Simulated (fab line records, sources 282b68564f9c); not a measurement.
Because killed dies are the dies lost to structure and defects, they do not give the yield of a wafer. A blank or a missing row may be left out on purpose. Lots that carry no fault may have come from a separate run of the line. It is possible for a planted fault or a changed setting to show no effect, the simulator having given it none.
The tool behind it: which one? + flow rit_cmos + Sampling: 15 lots, 45 wafers, 4 of 202 route steps

WHAT THE GAUGES SHOWED, per wafer
RIT_ACTIVE_THK_MEAS_02.
| lot  | measured    | on            | ACTIVE_OXIDE_THK (nm) |
|------|-------------|---------------|-----------------------|
| L185 | day 1 17:03 | film_metro-03 | 46.7 46.1 47.2        |
| L186 | day 1 22:04 | film_metro-02 | 47.4 46.6 47.3        |
| L187 | day 2 03:03 | film_metro-02 | 48.4 47.7 47.5        |
| L188 | day 2 08:04 | film_metro-03 | 47.5 47.3 47.3        |
| L191 | day 2 23:04 | film_metro-03 | 47.8 47.8 47.5        |
| L192 | day 3 04:37 | film_metro-02 | 47.9 48.4 47.9        |
| L194 | day 3 14:03 | film_metro-02 | 48.5 48.6 48.3        |
| L195 | day 3 20:18 | film_metro-01 | 47.1 46.4 47.2        |
| L196 | day 4 01:20 | film_metro-02 | 47.1 47.7 48.0        |
| L197 | day 4 05:55 | film_metro-01 | 46.9 47.2 47.1        |
| L202 | day 5 06:03 | film_metro-01 | 47.9 47.8 47.7        |
| L204 | day 5 16:03 | film_metro-01 | 47.3 47.5 47.4        |
| L205 | day 5 21:03 | film_metro-01 | 47.9 47.7 47.5        |
| L206 | day 6 02:03 | film_metro-01 | 46.0 45.6 45.9        |
| L207 | day 6 07:04 | film_metro-03 | 48.7 47.8 48.5        |

RIT_FOX2_THK_MEAS_90.
| lot  | measured    | on            | FIELD_OXIDE_LEFT_1_THK (nm) |
|------|-------------|---------------|-----------------------------|
| L185 | day 2 01:06 | film_metro-04 | 318 312 318                 |
| L186 | day 2 05:20 | film_metro-03 | 304 297 304                 |
| L187 | day 2 10:22 | film_metro-03 | 296 293 289                 |
| L188 | day 2 15:30 | film_metro-04 | 302 301 300                 |
| L191 | day 3 06:34 | film_metro-04 | 302 303 302                 |
| L192 | day 3 12:38 | film_metro-04 | 306 307 304                 |
| L194 | day 4 00:24 | film_metro-03 | 301 296 296                 |
| L195 | day 4 05:01 | film_metro-02 | 301 304 299                 |
| L196 | day 4 09:29 | film_metro-03 | 301 301 303                 |
| L197 | day 4 13:44 | film_metro-04 | 302 300 306                 |
| L202 | day 5 13:44 | film_metro-04 | 300 300 300                 |
| L204 | day 5 23:37 | film_metro-04 | 300 307 309                 |
| L205 | day 6 04:14 | film_metro-04 | 302 300 301                 |
| L206 | day 6 09:58 | film_metro-02 | 292 288 291                 |
| L207 | day 6 14:34 | film_metro-04 | 298 308 304                 |

RIT_PRETRO_OVL_MEAS_06.
| lot  | measured    | on         | PRETRO_OVL (nm) |
|------|-------------|------------|-----------------|
| L185 | day 2 12:19 | overlay-02 | 1.3 -0.2 -2.7   |
| L186 | day 2 16:50 | overlay-01 | 0.1 -2.5 -0.5   |
| L187 | day 2 21:55 | overlay-01 | 0.1 -0.2 -1.1   |
| L188 | day 3 02:32 | overlay-01 | -1.3 -2.0 -0.8  |
| L191 | day 3 18:56 | overlay-01 | -0.5 -2.0 -3.7  |
| L192 | day 3 23:56 | overlay-01 | -0.8 -1.6 -1.7  |
| L194 | day 4 12:01 | overlay-02 | -0.6 -1.5 -3.8  |
| L195 | day 4 16:46 | overlay-01 | - - -           |
| L196 | day 4 20:50 | overlay-02 | - - -           |
| L197 | day 5 00:57 | overlay-01 | - - -           |
| L202 | day 6 01:04 | overlay-01 | 0.3 0.8 -0.8    |
| L204 | day 6 10:46 | overlay-01 | 0.0 -1.1 -2.3   |
| L205 | day 6 16:09 | overlay-02 | 0.9 0.3 1.3     |
| L206 | day 6 21:13 | overlay-02 | -3.8 -0.7 -2.8  |
| L207 | day 7 02:13 | overlay-02 | -1.6 -0.1 0.4   |

WHAT TOOL EACH LOT RAN ON (gives the tool, then ch and the chambers of the sampled wafers, and finally the start)
| lot  | RIT_PRETRO_COAT_01               |
|------|----------------------------------|
| L185 | litho_track-02 ch 0, day 2 11:28 |
| L186 | litho_track-03 ch 0, day 2 16:02 |
| L187 | litho_track-02 ch 0, day 2 21:11 |
| L188 | litho_track-01 ch 0, day 3 01:42 |
| L191 | litho_track-02 ch 0, day 3 18:07 |
| L192 | litho_track-02 ch 0, day 3 23:13 |
| L194 | litho_track-02 ch 0, day 4 11:17 |
| L195 | litho_track-02, day 4 15:56      |
| L196 | litho_track-02, day 4 20:08      |
| L197 | litho_track-02, day 5 00:14      |
| L202 | litho_track-02 ch 0, day 6 00:20 |
| L204 | litho_track-03 ch 0, day 6 10:02 |
| L205 | litho_track-02 ch 0, day 6 15:15 |
| L206 | litho_track-03 ch 0, day 6 20:29 |
| L207 | litho_track-03 ch 0, day 7 01:25 |
- RIT_PRETRO_COAT_01: resist thk 1300 nm.

AS READ BY THE TOOLS THEMSELVES (means over the sampled wafers that have a number; for cases with no such wafer, the mark the record gives instead)
RIT_PRETRO_COAT_01.
| lot  | tool           | chill_plate_temp_C (C) | dispense_pressure_kPa (kPa) |
|------|----------------|------------------------|-----------------------------|
| L185 | litho_track-02 | 22.95                  | 51.4                        |
| L186 | litho_track-03 | 23.03                  | 57.0                        |
| L187 | litho_track-02 | 22.96                  | 51.4                        |
| L188 | litho_track-01 | 23.12                  | 50.9                        |
| L191 | litho_track-02 | 22.89                  | 51.4                        |
| L192 | litho_track-02 | 23.07                  | 51.4                        |
| L194 | litho_track-02 | 23.01                  | 51.4                        |
| L195 | litho_track-02 | -                      | -                           |
| L196 | litho_track-02 | -                      | -                           |
| L197 | litho_track-02 | -                      | -                           |
| L202 | litho_track-02 | 23.22                  | 51.4                        |
| L204 | litho_track-03 | 23.01                  | 57.0                        |
| L205 | litho_track-02 | 22.97                  | 51.4                        |
| L206 | litho_track-03 | 23.07                  | 57.0                        |
| L207 | litho_track-03 | 22.91                  | 57.0                        |

THE ANSWER, worked out from the rows above alone
Rule: what is usual is taken from the lots themselves. The widest of any qualifying gaps counts: lots, ordered by their means at a reading, are off when they make up no more than a third of the lots, leave a main group of 4 or more, and stand apart from it by 3 or more times the standard deviation of that group's means. Not used: any main group whose means are identical at the precision the tables above print for the reading. Also off: a lot with no number at a reading for which 4 or more lots have one. The other lots that the step has rows for count as sound. First the gauges in route order, then the tools' own readings, where a lot's mean is used as printed above. The first step at which some lot is off is used, and at that step the reading that is off furthest; a lot without a number counts as furthest.
Off: at RIT_PRETRO_OVL_MEAS_06 (PRETRO_OVL), L195, L196, L197. Without a number there: L195, L196, L197. The main group: mean -1.0 nm, standard deviation 0.91.
A tool fits if, at a process step before that reading, it ran every lot that is off, and no sound lot after the first of them. Not tried: the gauges at RIT_PRETRO_OVL_MEAS_06; whatever is off there is also off at RIT_PRETRO_COAT_01, on other tools, and gauge error can't account for it. No candidate that was tried fits.

WHAT WAS PUT IN BY THE SIMULATOR
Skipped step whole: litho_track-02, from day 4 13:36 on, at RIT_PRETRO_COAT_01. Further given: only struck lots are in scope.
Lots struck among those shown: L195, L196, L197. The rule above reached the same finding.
